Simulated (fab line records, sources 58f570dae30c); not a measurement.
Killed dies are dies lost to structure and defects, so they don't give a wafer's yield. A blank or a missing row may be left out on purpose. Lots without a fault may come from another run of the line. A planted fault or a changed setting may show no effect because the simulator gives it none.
fab line records | flow berkeley_cmos170 | part 1 of 2: steps 1 to 34 of 44
record lots=5 wafers=15 last_day=11
route steps=331 shown NVT@106 PVT@115 GATE@125 FIELD@126 PLDD@145
lots that met no fault: from a run of the same line without faults
start_h: hours from the record's first day to the start of the lot's first wafer shown | wait_h: hours since the lot's step before | " the same as in the row above | L1.1+2: a row that stands for several wafers | - no value, or no start given | * or withheld: withheld | < > ~ a bound
route shown NAME@n: a module of which the file shows steps, and the number in the route of the first | usual: mean/standard deviation of fault-free wafers | same: alike in all rows | chamber/n: place in a boat | sites: the reading at each site | _std_site: their standard deviation | _edge_site: outer sites' mean less inner sites' | radius_mm: how far each site lies from the wafer's centre | mask NAME#n: copy n | behind: the tool/chamber that last shaped the wafer | hold: why the lot was held/for how many hours/how that ended | device: the transistor (n, p or np) that didn't switch | end of line: the same wafers' tests at the end of the route | a step without rows: its recipe alone | killed: dies lost to structure and defects at the first sort, not the wafer's yield | map: a wafer's dies, x killed, . not, _ none there
set.NAME: the setting as run; set.NAME@STEP: as run at that earlier step | model.NAME: the simulator's own value behind a step, which no gauge read
lots at some steps of the route; a table a step, a row a wafer
services: from which hour (start_h, from the record's first day; less than 0 if before it) a tool's chamber was out of use, for how many hours, and why
## steps
# step UCB170_NVT_SOFTBAKE_02
# recipe resist=KrF temp_c=130 time_s=60
# columns lot.wafer tool chamber start_h wait_h
L077.1+2+3 litho_track-04 0 116.58 0.1
L082.2+3+4 litho_track-03 0 147.13 0.1
L081.3+4+5 litho_track-01 0 147.16 0.1
L085.1+3+5 litho_track-03 0 172.49 0.1
L094.1+2+3 litho_track-04 0 211.31 0.1
# step UCB170_NVT_EXPOSE_03
# recipe mask_id=PWELL target_cd_nm=3000 na=0.5 sigma_outer=0.6 source_shape=conventional dose_mj=30
# same sigma_outer=0.6
# columns lot.wafer tool chamber start_h wait_h mask
L077.1+2+3 krf_scanner-02 0 116.85 0.2 PWELL#0
L081.3+4+5 krf_scanner-01 0 147.30 0.1 PWELL#0
L082.2+3+4 krf_scanner-02 0 147.52 0.4 PWELL#0
L085.1+3+5 krf_scanner-01 0 172.83 0.3 PWELL#0
L094.1+2+3 krf_scanner-02 0 211.58 0.2 PWELL#0
# step UCB170_NVT_PEB_04
# recipe peb_temp_c=130 peb_time_s=withheld resist=KrF
# columns lot.wafer tool chamber start_h wait_h
L077.1+2+3 litho_track-04 0 117.23 0.4
L081.3+4+5 litho_track-03 0 147.42 0.1
L082.2+3+4 litho_track-01 0 147.73 0.2
L085.1+3+5 litho_track-01 0 173.17 0.3
L094.1+2+3 litho_track-04 0 211.70 0.1
# step UCB170_NVT_DEVELOP_05
# recipe developer=TMAH develop_time_s=45 resist=KrF dev_temp_c=21
# columns lot.wafer tool chamber start_h wait_h
L077.1+2+3 litho_track-04 0 - -
L081.3+4+5 litho_track-03 0 - -
L082.2+3+4 litho_track-01 0 - -
L085.1+3+5 litho_track-01 0 - -
L094.1+2+3 litho_track-04 0 - -
# step UCB170_NVT_OVL_MEAS_06
# usual NVT_OVL=-3/4.8
# columns lot.wafer tool chamber start_h wait_h NVT_OVL[nm]
L077.1 overlay-02 - 117.51 - -6
L077.2 " - " " 1
L077.3 " - " " 1
L081.3 overlay-02 - 147.66 - -4
L081.4 " - " " 6
L081.5 " - " " -4
L082.2 overlay-01 - 147.99 - 2
L082.3 " - " " 4
L082.4 " - " " 0
L085.1 overlay-02 - 173.44 - 4
L085.3 " - " " 8
L085.5 " - " " 2
L094.1 overlay-01 - 211.97 - -14
L094.2 " - " " -12
L094.3 " - " " -5
# step UCB170_NVT_IMPLANT_07
# recipe species=BF2 dose_cm2=3e+12 energy_kev=50 tilt_deg=7
# usual faraday_current_uA=9.52/0.21
# columns lot.wafer tool chamber start_h wait_h faraday_current_uA
L077.1 implanter-02 0 117.54 0.0 9.98
L077.2 " 0 " " 9.46
L077.3 " 0 " " 9.53
L081.3 implanter-03 0 147.74 0.1 9.82
L081.4 " 0 " " 9.50
L081.5 " 0 " " 9.69
L082.2 implanter-04 0 148.04 0.0 9.58
L082.3 " 0 " " 9.92
L082.4 " 0 " " 9.64
L085.1 implanter-04 0 173.48 0.0 9.29
L085.3 " 0 " " 9.56
L085.5 " 0 " " 9.70
L094.1 implanter-03 0 212.01 0.0 9.12
L094.2 " 0 " " 9.16
L094.3 " 0 " " 9.52
# step UCB170_NVT_STRIP_08
# recipe chemistry=O2 power_w=400 pressure_mtorr=3500 platen_temp_c=withheld o2_flow_sccm=400 overash_fraction=0.5
# usual chamber_pressure_mTorr=3500/3 drypump_motor_current_A=5.6/0.5 oes_product_au=0.734/0.0047 strip_time_to_endpoint_s=21.50/0.06
# columns lot.wafer tool chamber start_h wait_h chamber_pressure_mTorr drypump_motor_current_A oes_product_au rf_hours_counter_h strip_time_to_endpoint_s
L077.1 plasma_asher-04 1 117.69 0.1 3498 4.8 0.731 34 21.45
L077.2 " 0 " " 3497 5.8 0.728 34 21.41
L077.3 " 0 " " 3504 5.8 0.733 - 21.43
L081.3 plasma_asher-04 0 147.87 0.1 3500 5.8 0.735 - 21.43
L081.4 " 1 " " 3500 4.7 0.735 - 21.56
L081.5 " 0 " " 3498 5.8 0.737 - 21.45
L082.2 plasma_asher-03 0 148.17 0.1 3499 6.1 0.732 3 21.52
L082.3 " 1 " " 3508 6.0 0.736 - 21.53
L082.4 " 0 " " 3501 6.1 0.732 - 21.49
L085.1 plasma_asher-04 1 173.63 0.1 3504 4.8 0.738 40 21.51
L085.3 " 1 " " 3493 4.8 0.735 - 21.49
L085.5 " 1 " " 3495 4.8 0.738 - 21.47
L094.1 plasma_asher-03 1 212.16 0.1 3495 6.0 0.733 7 21.53
L094.2 " 0 " " 3504 6.1 0.729 7 21.54
L094.3 " 0 " " 3494 6.1 0.736 - 21.53
# step UCB170_NVT_TW_MEAS_09
# usual NVT_TW=524/7.6
# columns lot.wafer tool chamber start_h wait_h NVT_TW
L077.1 film_metro-03 - 117.79 0.1 520
L077.2 " - " " 521
L077.3 " - " " 519
L081.3 film_metro-03 - 147.96 0.1 522
L081.4 " - " " 525
L081.5 " - " " 521
L082.2 film_metro-03 - 148.28 0.1 521
L082.3 " - " " 521
L082.4 " - " " 521
L085.1 film_metro-04 - 173.73 0.1 536
L085.3 " - " " 538
L085.5 " - " " 536
L094.1 film_metro-04 - 212.26 0.1 529
L094.2 " - " " 529
L094.3 " - " " 531
# step UCB170_NVT_CLEAN_10
# recipe chemistry=SPM temp_c=120 time_s=600
# columns lot.wafer tool chamber start_h wait_h
L077.1+2+3 wet_bench-04 0 117.85 0.1
L081.3+4+5 wet_bench-03 0 148.90 0.9
L082.2+3+4 wet_bench-03 2 148.90 0.6
L085.1+3+5 wet_bench-02 3 173.79 0.1
L094.1+2+3 wet_bench-03 0 212.32 0.1
# step UCB170_PVT_HMDS_00
# recipe prime_time_s=60 prime_temp_c=100
# columns lot.wafer tool chamber start_h wait_h
L077.1+2+3 litho_track-04 0 118.03 0.0
L081.3+4+5 litho_track-02 0 149.13 0.1
L082.2+3+4 litho_track-04 0 149.20 0.1
L085.1+3+5 litho_track-04 0 174.03 0.1
L094.1+2+3 litho_track-04 0 212.50 0.0
# step UCB170_PVT_COAT_01
# recipe resist=KrF spin_rpm=1500 resist_thk_nm=900
# columns lot.wafer tool chamber start_h wait_h
L077.1+2+3 litho_track-04 0 118.18 0.1
L081.3+4+5 litho_track-02 0 149.28 0.1
L082.2+3+4 litho_track-04 0 149.35 0.1
L085.1+3+5 litho_track-04 0 174.18 0.1
L094.1+2+3 litho_track-04 0 212.65 0.1
# step UCB170_PVT_SOFTBAKE_02
# recipe resist=KrF temp_c=130 time_s=60
# columns lot.wafer tool chamber start_h wait_h
L077.1+2+3 litho_track-04 0 118.33 0.1
L081.3+4+5 litho_track-02 0 149.43 0.1
L082.2+3+4 litho_track-04 0 149.50 0.1
L085.1+3+5 litho_track-04 0 174.33 0.1
L094.1+2+3 litho_track-04 0 212.80 0.1
# step UCB170_PVT_EXPOSE_03
# recipe mask_id=NWELL target_cd_nm=3000 na=0.5 sigma_outer=0.6 source_shape=conventional dose_mj=30
# same sigma_outer=0.6
# columns lot.wafer tool chamber start_h wait_h mask
L077.1+2+3 krf_scanner-02 0 118.73 0.4 NWELL#0
L081.3+4+5 krf_scanner-02 0 149.57 0.1 NWELL#0
L082.2+3+4 krf_scanner-01 0 149.79 0.3 NWELL#0
L085.1+3+5 krf_scanner-01 0 174.61 0.2 NWELL#0
L094.1+2+3 krf_scanner-02 0 212.95 0.1 NWELL#0
# step UCB170_PVT_PEB_04
# recipe peb_temp_c=130 peb_time_s=withheld resist=KrF
# columns lot.wafer tool chamber start_h wait_h
L077.1+2+3 litho_track-02 0 118.88 0.1
L081.3+4+5 litho_track-01 0 149.78 0.2
L082.2+3+4 litho_track-04 0 149.93 0.1
L085.1+3+5 litho_track-04 0 175.03 0.4
L094.1+2+3 litho_track-02 0 213.06 0.1
# step UCB170_PVT_DEVELOP_05
# recipe developer=TMAH develop_time_s=45 resist=KrF dev_temp_c=21
# columns lot.wafer tool chamber start_h wait_h
L077.1+2+3 litho_track-02 0 - -
L081.3+4+5 litho_track-01 0 - -
L082.2+3+4 litho_track-04 0 - -
L085.1+3+5 litho_track-04 0 - -
L094.1+2+3 litho_track-02 0 - -
# step UCB170_PVT_OVL_MEAS_06
# usual PVT_OVL=1/6.2
# columns lot.wafer tool chamber start_h wait_h PVT_OVL[nm]
L077.1 overlay-02 - 119.16 - 5
L077.2 " - " " -5
L077.3 " - " " -4
L081.3 overlay-02 - 150.02 - 13
L081.4 " - " " 8
L081.5 " - " " 8
L082.2 overlay-01 - 150.18 - -8
L082.3 " - " " -12
L082.4 " - " " -9
L085.1 overlay-01 - 175.31 - -7
L085.3 " - " " -8
L085.5 " - " " -5
L094.1 overlay-02 - 213.34 - 0
L094.2 " - " " 1
L094.3 " - " " -2
# step UCB170_PVT_IMPLANT_07
# recipe species=P dose_cm2=2e+12 energy_kev=30 tilt_deg=7
# usual faraday_current_uA=6.34/0.13
# columns lot.wafer tool chamber start_h wait_h faraday_current_uA
L077.1 implanter-01 0 119.19 0.0 6.47
L077.2 " 0 " " 6.31
L077.3 " 0 " " 6.48
L081.3 implanter-03 0 150.09 0.1 6.31
L081.4 " 0 " " 6.27
L081.5 " 0 " " 6.36
L082.2 implanter-04 0 150.24 0.0 6.33
L082.3 " 0 " " 6.46
L082.4 " 0 " " 6.33
L085.1 implanter-04 0 175.34 0.0 6.47
L085.3 " 0 " " 6.36
L085.5 " 0 " " 6.34
L094.1 implanter-04 0 213.37 0.0 6.43
L094.2 " 0 " " 6.20
L094.3 " 0 " " 6.29
# step UCB170_PVT_STRIP_08
# recipe chemistry=O2 power_w=400 pressure_mtorr=3500 platen_temp_c=withheld o2_flow_sccm=400 overash_fraction=0.5
# usual chamber_pressure_mTorr=3500/3.3 drypump_motor_current_A=5.8/0.43 oes_product_au=0.735/0.0043 strip_time_to_endpoint_s=21.62/0.062
# columns lot.wafer tool chamber start_h wait_h chamber_pressure_mTorr drypump_motor_current_A oes_product_au rf_hours_counter_h strip_time_to_endpoint_s
L077.1 plasma_asher-02 0 119.34 0.1 3498 6.2 0.730 41 21.65
L077.2 " 1 " " 3502 5.4 0.731 41 21.62
L077.3 " 1 " " 3500 5.4 0.729 - 21.62
L081.3 plasma_asher-03 0 150.23 0.1 3497 6.1 0.746 - 21.61
L081.4 " 1 " " 3500 6.0 0.732 - 21.76
L081.5 " 0 " " 3500 6.1 0.738 - 21.73
L082.2 plasma_asher-01 1 150.36 0.1 3495 6.1 0.738 45 21.66
L082.3 " 0 " " 3502 5.1 0.744 - 21.60
L082.4 " 1 " " 3500 6.1 0.735 - 21.66
L085.1 plasma_asher-02 0 175.49 0.1 3501 6.2 0.739 46 21.63
L085.3 " 1 " " 3505 5.4 0.740 - 21.68
L085.5 " 0 " " 3501 6.3 0.738 - 21.62
L094.1 plasma_asher-03 1 213.52 0.1 3500 6.0 0.732 8 21.65
L094.2 " 0 " " 3504 6.1 0.736 8 21.62
L094.3 " 1 " " 3502 6.0 0.732 - 21.63
# step UCB170_PVT_TW_MEAS_09
# usual PVT_TW=511/7
# columns lot.wafer tool chamber start_h wait_h PVT_TW
L077.1 film_metro-03 - 119.44 0.1 505
L077.2 " - " " 503
L077.3 " - " " 504
L081.3 film_metro-01 - 150.31 0.1 520
L081.4 " - " " 519
L081.5 " - " " 518
L082.2 film_metro-04 - 150.47 0.1 514
L082.3 " - " " 513
L082.4 " - " " 517
L085.1 film_metro-01 - 175.59 0.1 520
L085.3 " - " " 520
L085.5 " - " " 520
L094.1 film_metro-03 - 213.62 0.1 507
L094.2 " - " " 504
L094.3 " - " " 507
# step UCB170_GATE_WET_ETCH_00
# recipe chemistry=dHF dilution=25:1 target=SiO2 temp_c=25 time_s=200
# columns lot.wafer tool chamber start_h wait_h
L077.1+2+3 wet_bench-03 0 120.46 1.0
L081.3+4+5 wet_bench-01 3 150.35 0.0
L082.2+3+4 wet_bench-04 1 150.52 0.0
L085.1+3+5 wet_bench-01 3 175.69 0.1
L094.1+2+3 wet_bench-04 3 213.68 0.1
# step UCB170_FIELD_THK_MEAS_91
# recipe reads=SiO2_of_FIELD_OXIDATION_01
# usual FIELD_OXIDE_LEFT_2_THK=380/12
# columns lot.wafer tool chamber start_h wait_h FIELD_OXIDE_LEFT_2_THK[nm]
L077.1 film_metro-01 - 120.53 0.0 362
L077.2 " - " " 361
L077.3 " - " " 359
L081.3 film_metro-03 - 150.44 0.0 393
L081.4 " - " " 385
L081.5 " - " " 383
L082.2 film_metro-01 - 150.61 0.0 401
L082.3 " - " " 403
L082.4 " - " " 393
L085.1 film_metro-03 - 175.75 0.0 393
L085.3 " - " " 398
L085.5 " - " " 383
L094.1 film_metro-04 - 213.75 0.0 380
L094.2 " - " " 376
L094.3 " - " " 376
# step UCB170_GATE_OXIDATION_01
# recipe temp_c=850 ambient=O2 target_thk_a=66 ox_time_s=1800
# usual spike_tc_load_C=877.0/2.6 tube_center_temp_C_max=852.1/0.37
# columns lot.wafer tool chamber start_h wait_h spike_tc_load_C tube_center_temp_C_max
L077.1 furnace-01 0 124.84 4.3 873.2 852.0
L077.2 " 0 " " 874.0 852.2
L077.3 " 0 " " 874.1 852.4
L081.3 furnace-01 0 154.97 4.5 873.9 852.0
L081.4 " 0 " " 875.1 852.6
L081.5 " 0 " " 875.2 852.3
L082.2 furnace-01 0 154.97 4.4 875.4 852.4
L082.3 " 0 " " 876.0 851.8
L082.4 " 0 " " 873.6 852.2
L085.1 furnace-01 0 178.26 2.5 874.1 852.2
L085.3 " 0 " " 876.8 851.8
L085.5 " 0 " " 874.4 852.1
L094.1 furnace-04 0 217.84 4.1 879.1 851.8
L094.2 " 0 " " 877.3 851.5
L094.3 " 0 " " 879.5 851.9
# step UCB170_GATE_THK_MEAS_02
# recipe reads=SiO2_of_GATE_OXIDATION_01
# usual GATE_OXIDE_THK=6.62/0.11
# columns lot.wafer tool chamber start_h wait_h GATE_OXIDE_THK[nm]
L077.1 film_metro-01 - 126.34 0.0 6.75
L077.2 " - " " 6.65
L077.3 " - " " 6.59
L082.2 film_metro-02 - 156.48 0.0 6.79
L082.3 " - " " 6.76
L082.4 " - " " 6.65
L081.3 film_metro-01 - 156.49 0.0 6.48
L081.4 " - " " 6.50
L081.5 " - " " 6.53
L085.1 film_metro-02 - 179.76 0.0 6.75
L085.3 " - " " 6.67
L085.5 " - " " 6.57
L094.1 film_metro-02 - 219.38 0.0 6.52
L094.2 " - " " 6.45
L094.3 " - " " 6.60
# step UCB170_GATE_ANNEAL_03
# recipe temp_c=900 time_s=1800 ambient=N2
# usual spike_tc_load_C=928.7/2.1 tube_center_temp_C_max=902.3/0.37
# columns lot.wafer tool chamber start_h wait_h spike_tc_load_C tube_center_temp_C_max
L077.1 furnace-01 0 130.27 3.9 924.2 902.4
L077.2 " 0 " " 926.0 901.7
L077.3 " 0 " " 924.5 901.8
L081.3 furnace-03 0 158.89 2.4 929.6 902.3
L081.4 " 0 " " 929.3 901.8
L081.5 " 0 " " 929.7 902.5
L082.2 furnace-03 0 158.89 2.4 932.2 902.3
L082.3 " 0 " " 928.4 902.6
L082.4 " 0 " " 930.5 902.1
L085.1 furnace-03 0 183.71 3.9 928.8 901.9
L085.3 " 0 " " 928.7 902.3
L085.5 " 0 " " 930.5 902.4
L094.1 furnace-04 0 220.69 1.3 928.7 902.0
L094.2 " 0 " " 928.7 902.0
L094.3 " 0 " " 929.3 902.1
# step UCB170_GATE_CVD_04
# recipe material=poly-Si temp_c=610 precursor=SiH4 time_s=1440 pressure_mtorr=375 target_thk_nm=214 sih4_flow_sccm=120
# usual spike_tc_load_C=630/3.4
# columns lot.wafer tool chamber start_h wait_h spike_tc_load_C
L077.1 lpcvd-02 1 133.29 1.5 629
L077.2 " 1 " " 629
L077.3 " 1 " " 630
L081.3 lpcvd-01 0 160.99 0.6 626
L081.4 " 0 " " 628
L081.5 " 0 " " 629
L082.2 lpcvd-01 1 160.99 0.6 625
L082.3 " 1 " " 627
L082.4 " 1 " " 627
L085.1 lpcvd-02 1 185.21 0.0 631
L085.3 " 1 " " 630
L085.5 " 1 " " 628
L094.1 lpcvd-01 1 226.49 4.3 626
L094.2 " 1 " " 626
L094.3 " 1 " " 628
# step UCB170_GATE_THK_MEAS_05
# recipe reads=poly-Si_of_GATE_CVD_04
# usual GATE_POLY_THK=214.1/1.9
# columns lot.wafer tool chamber start_h wait_h GATE_POLY_THK[nm]
L077.1 film_metro-03 - 134.69 0.0 214.3
L077.2 " - " " 216.2
L077.3 " - " " 214.1
L082.2 film_metro-01 - 162.40 0.0 213.5
L082.3 " - " " 214.3
L082.4 " - " " 216.1
L081.3 film_metro-02 - 162.41 0.0 213.5
L081.4 " - " " 213.8
L081.5 " - " " 212.1
L085.1 film_metro-03 - 186.62 0.0 215.5
L085.3 " - " " 212.5
L085.5 " - " " 213.2
L094.1 film_metro-03 - 227.89 0.0 215.4
L094.2 " - " " 215.1
L094.3 " - " " 215.1
# step UCB170_GATE_COAT_06
# recipe resist=BARC temp_c=withheld time_s=withheld spin_rpm=3000 resist_thk_nm=withheld
# columns lot.wafer tool chamber start_h wait_h
L077.1+2+3 litho_track-01 0 135.21 0.5
L082.2+3+4 litho_track-03 0 162.47 0.1
L081.3+4+5 litho_track-02 0 162.50 0.1
L085.1+3+5 litho_track-02 0 186.68 0.1
L094.1+2+3 litho_track-01 0 227.95 0.1
# step UCB170_GATE_COAT_07
# recipe resist=KrF spin_rpm=1500 resist_thk_nm=900
# columns lot.wafer tool chamber start_h wait_h
L077.1+2+3 litho_track-01 0 - -
L082.2+3+4 litho_track-03 0 - -
L081.3+4+5 litho_track-02 0 - -
L085.1+3+5 litho_track-02 0 - -
L094.1+2+3 litho_track-01 0 - -
# step UCB170_GATE_SOFTBAKE_08
# recipe resist=KrF temp_c=130 time_s=60
# columns lot.wafer tool chamber start_h wait_h
L077.1+2+3 litho_track-01 0 - -
L082.2+3+4 litho_track-03 0 - -
L081.3+4+5 litho_track-02 0 - -
L085.1+3+5 litho_track-02 0 - -
L094.1+2+3 litho_track-01 0 - -
# step UCB170_GATE_EXPOSE_09
# recipe mask_id=POLY target_cd_nm=350 na=0.5 sigma_outer=0.6 source_shape=conventional dose_mj=21
# same sigma_outer=0.6
# columns lot.wafer tool chamber start_h wait_h mask
L077.1+2+3 krf_scanner-01 0 135.66 - POLY#0
L081.3+4+5 krf_scanner-01 0 162.94 - POLY#0
L082.2+3+4 krf_scanner-02 0 163.20 - POLY#0
L085.1+3+5 krf_scanner-01 0 187.13 - POLY#0
L094.1+2+3 krf_scanner-01 0 228.46 - POLY#0
# step UCB170_GATE_PEB_10
# recipe peb_temp_c=130 peb_time_s=withheld resist=KrF
# columns lot.wafer tool chamber start_h wait_h
L077.1+2+3 litho_track-02 0 135.99 0.3
L081.3+4+5 litho_track-02 0 163.07 0.1
L082.2+3+4 litho_track-02 0 163.32 0.1
L085.1+3+5 litho_track-03 0 187.56 0.4
L094.1+2+3 litho_track-01 0 228.58 0.1
# step UCB170_GATE_DEVELOP_11
# recipe developer=TMAH develop_time_s=45 resist=KrF dev_temp_c=21
# columns lot.wafer tool chamber start_h wait_h
L077.1+2+3 litho_track-02 0 - -
L081.3+4+5 litho_track-02 0 - -
L082.2+3+4 litho_track-02 0 - -
L085.1+3+5 litho_track-03 0 - -
L094.1+2+3 litho_track-01 0 - -
# step UCB170_GATE_CD_MEAS_12
# recipe target_cd_nm=350
# usual cd_nm=350.1/1.4
# columns lot.wafer tool chamber start_h wait_h cd_nm
L077.1 cd_sem-01 - 136.27 - 350.5
L077.2 " - " " 351.4
L077.3 " - " " 350.3
L081.3 cd_sem-01 - 163.33 - 351.7
L081.4 " - " " 350.7
L081.5 " - " " 351.4
L082.2 cd_sem-02 - 163.59 - 349.1
L082.3 " - " " 348.7
L082.4 " - " " 348.3
L085.1 cd_sem-01 - 187.83 - 349.0
L085.3 " - " " 348.9
L085.5 " - " " 349.4
L094.1 cd_sem-01 - 228.85 - 349.5
L094.2 " - " " 351.6
L094.3 " - " " 350.1
# step UCB170_GATE_OVL_MEAS_13
# usual GATE_OVL=4/5
# columns lot.wafer tool chamber start_h wait_h GATE_OVL[nm]
L077.1 overlay-02 - 136.39 0.1 5
L077.2 " - " " 11
L077.3 " - " " 5
L081.3 overlay-01 - 163.42 0.1 8
L081.4 " - " " 2
L081.5 " - " " 10
L082.2 overlay-01 - 163.70 0.1 7
L082.3 " - " " 0
L082.4 " - " " -1
L085.1 overlay-01 - 187.95 0.1 5
L085.3 " - " " 5
L085.5 " - " " 3
L094.1 overlay-02 - 228.97 0.1 1
L094.2 " - " " -1
L094.3 " - " " -3
